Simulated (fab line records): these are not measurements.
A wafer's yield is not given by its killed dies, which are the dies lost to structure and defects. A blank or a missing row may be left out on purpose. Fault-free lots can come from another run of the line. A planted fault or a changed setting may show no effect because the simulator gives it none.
Commonality check across tools	flow berkeley cmos170	Lots sampled 15, wafers sampled 45

## THE REASON FOR OPENING IT
At UCB170_NVT_TW_MEAS_09 the reading NVT_TW is flagged on 3 of 15 lots. No-fault wafers: 522, standard deviation 4.6.
Rule: a lot gets a flag if all its wafers with a number sit over 4 standard deviations from that mean, or if no wafer of it has a number. The other lots count as sound.

lot	measured	on	NVT_TW, wafer by wafer	flag
L768	day 4 16:37	film metro-01	521 515 518	
L769	day 5 09:02	film metro-04	526 526 525	
L770	day 5 09:19	film metro-01	512 511 512	
L771	day 5 13:42	film metro-02	529 530 531	
L773	day 6 04:08	film metro-02	529 528 525	
L772	day 6 04:52	film metro-04	522 522 520	
L776	day 7 06:40	film metro-04	649 644 648	FLAGGED
L781	day 8 00:07	film metro-04	649 654 648	FLAGGED
L785	day 8 22:35	film metro-02	653 652 653	FLAGGED
L786	day 9 09:13	film metro-01	518 520 519	
L787	day 9 18:49	film metro-04	524 522 525	
L788	day 9 19:33	film metro-01	518 516 517	
L789	day 9 23:55	film metro-04	520 521 523	
L790	day 10 00:10	film metro-01	515 517 513	
L791	day 10 04:27	film metro-04	528 526 526	
The numbers of the flagged lots are 650 on average: +128 against the usual, or +28 standard deviations.

## WHICH TOOL EACH LOT WENT THROUGH
The record holds 1 process step before the reading, out of a route of 331 steps. Each cell gives the tool, then ch followed by the chambers the sampled wafers passed through, then the start.
lot	flag	UCB170_NVT_IMPLANT_07
L768		implanter-03 ch 0, day 4 16:22
L769		implanter-02 ch 0, day 5 08:49
L770		implanter-04 ch 0, day 5 09:04
L771		implanter-04 ch 0, day 5 13:30
L773		implanter-03 ch 0, day 6 03:53
L772		implanter-04 ch 0, day 6 04:38
L776	FLAGGED	implanter-04 ch 0, day 7 06:07
L781	FLAGGED	implanter-03 ch 0, day 7 23:36
L785	FLAGGED	implanter-02 ch 0, day 8 22:02
L786		implanter-04 ch 0, day 9 08:58
L787		implanter-04 ch 0, day 9 18:35
L788		implanter-03 ch 0, day 9 19:19
L789		implanter-04 ch 0, day 9 23:40
L790		implanter-03 ch 0, day 9 23:56
L791		implanter-03 ch 0, day 10 04:12
These steps, and what they do:
- UCB170_NVT_IMPLANT_07
- UCB170_NVT_TW_MEAS_09

## FLAGGED AGAINST TOTAL, ONE TOOL AT A TIME (gauges that did the reading follow at the end)
step	tool	lots run	flagged	share of the flagged lots	sound lots run after its first flagged lot
UCB170_NVT_IMPLANT_07	implanter-02	2	1	some	0
UCB170_NVT_IMPLANT_07	implanter-03	6	1	some	3 (L788,L790,L791)
UCB170_NVT_IMPLANT_07	implanter-04	7	1	some	3 (L786,L787,L789)
UCB170_NVT_TW_MEAS_09	film metro-01	5	0	none	-
UCB170_NVT_TW_MEAS_09	film metro-02	3	1	some	0
UCB170_NVT_TW_MEAS_09	film metro-04	7	2	some	3 (L787,L789,L791)

## THE TABLE: WHAT IT ALLOWS
No row of the table ran every flagged lot.

## WHAT HAD BEEN PUT IN BY THE SIMULATOR
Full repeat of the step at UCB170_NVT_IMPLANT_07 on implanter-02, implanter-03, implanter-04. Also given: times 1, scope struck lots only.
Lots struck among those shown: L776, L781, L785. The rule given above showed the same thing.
